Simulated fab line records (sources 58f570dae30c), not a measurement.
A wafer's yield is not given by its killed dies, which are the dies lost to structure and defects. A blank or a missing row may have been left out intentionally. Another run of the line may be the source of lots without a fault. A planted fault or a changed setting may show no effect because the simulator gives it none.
One fault seen from 2 desks ; flow berkeley-cmos170 ; every desk sees just its own numbers, and what lay behind them comes last

== AT THE METROLOGY DESK ==
What the gauges read, lot by lot, whatever tool the lot ran on: means of the sampled wafers that have a number. Any lot whose mean is over 4 standard deviations away from the usual mean is out of limits and marked OUT; that distance is given in the brackets.
Columns: A = cd-nm at UCB170_ACTIVE_CD_MEAS_13, usual 1200.5 nm; B = NVT_OVL at UCB170_NVT_OVL_MEAS_06, usual -1 nm; C = NVT_TW at UCB170_NVT_TW_MEAS_09, usual 517.2
lot;first seen here;A;B;C
L996;day 4 15:04;1198.9;4;514.5
L997;day 4 22:14;1199.6;-3;515.9
L998;day 5 04:10;1200.2;-7;517.5
L100;day 5 19:01;1200.3;1;513.8
L999;day 5 19:11;1199.7;1;514.9
L101;day 5 19:47;1201.5;3;516.0
L103;day 6 10:22;1199.8;-5;514.6
L111;day 7 14:31;1200.4;6;522.1
L109;day 7 14:50;1199.4;2;516.8
L112;day 8 00:44;1200.2;-1;519.8
L113;day 8 00:51;1199.4;-0;517.9
L114;day 8 01:05;1200.1;3;514.7
L116;day 9 05:02;1201.4;-2;518.4
L119;day 9 15:17;1200.2;-7;512.9
This desk's verdict: no lot among the 14 shows anything out of limits.

== AT THE TOOL OWNER'S DESK: plasma-asher-04 ==
The tool's own readings at UCB170_ZERO_STRIP_07 (strips in O2): means of the sampled wafers that have a number, for each lot that ran on this tool. Any lot whose mean is over 4 standard deviations away from the usual mean is out of limits and marked OUT; that distance is given in the brackets.
Columns: A = drypump-motor-current-A at UCB170_ZERO_STRIP_07, usual 5.8 A; B = o2-flow-sccm at UCB170_ZERO_STRIP_07, usual 399.8 sccm; C = oes-product-au at UCB170_ZERO_STRIP_07, usual 0.727 a.u.; D = strip-time-to-endpoint-s at UCB170_ZERO_STRIP_07, usual 21.47 s
lot;first seen here;A;B;C;D
L996;day 1 18:16;6.6;400.0;0.725;21.56
L997;day 1 23:33;6.5;401.1;0.730;21.50
L998;day 2 09:02;6.6;400.1;0.731;21.48
L999;day 2 15:35;6.5;398.5;0.729;21.45
L101;day 2 19:05;6.6;320.1 (-72) OUT;0.709 (-4.7) OUT;22.21 (+11) OUT
L103;day 3 10:14;6.6;321.1 (-72) OUT;0.710 (-4.5) OUT;22.12 (+10) OUT
Finding of this desk: L101, L103 out of limits; the first was L101 at day 2 19:05, on o2-flow-sccm at UCB170_ZERO_STRIP_07. L996, L997, L998, L999: within limits.

== TAKEN TOGETHER ==
The tool owner's desk had the chance to raise an alarm at day 2 19:05 on L101, L103.
Metrology desk: nothing out of limits seen.
The metrology desk holds a record of L101, L103, inside its limits.
On plasma-asher-04, each named lot ran UCB170_ZERO_STRIP_07.

== WHAT THE SIMULATOR HAD PUT IN ==
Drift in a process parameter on plasma-asher-04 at UCB170_ZERO_STRIP_07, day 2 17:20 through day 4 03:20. The setting o2-flow-sccm was moved by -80, starting from 400. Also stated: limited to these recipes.
Lots struck among those shown: L101, L103.
How many hours passed from the start of the fault until each desk's first out-of-limits reading: the tool owner's desk, 2.
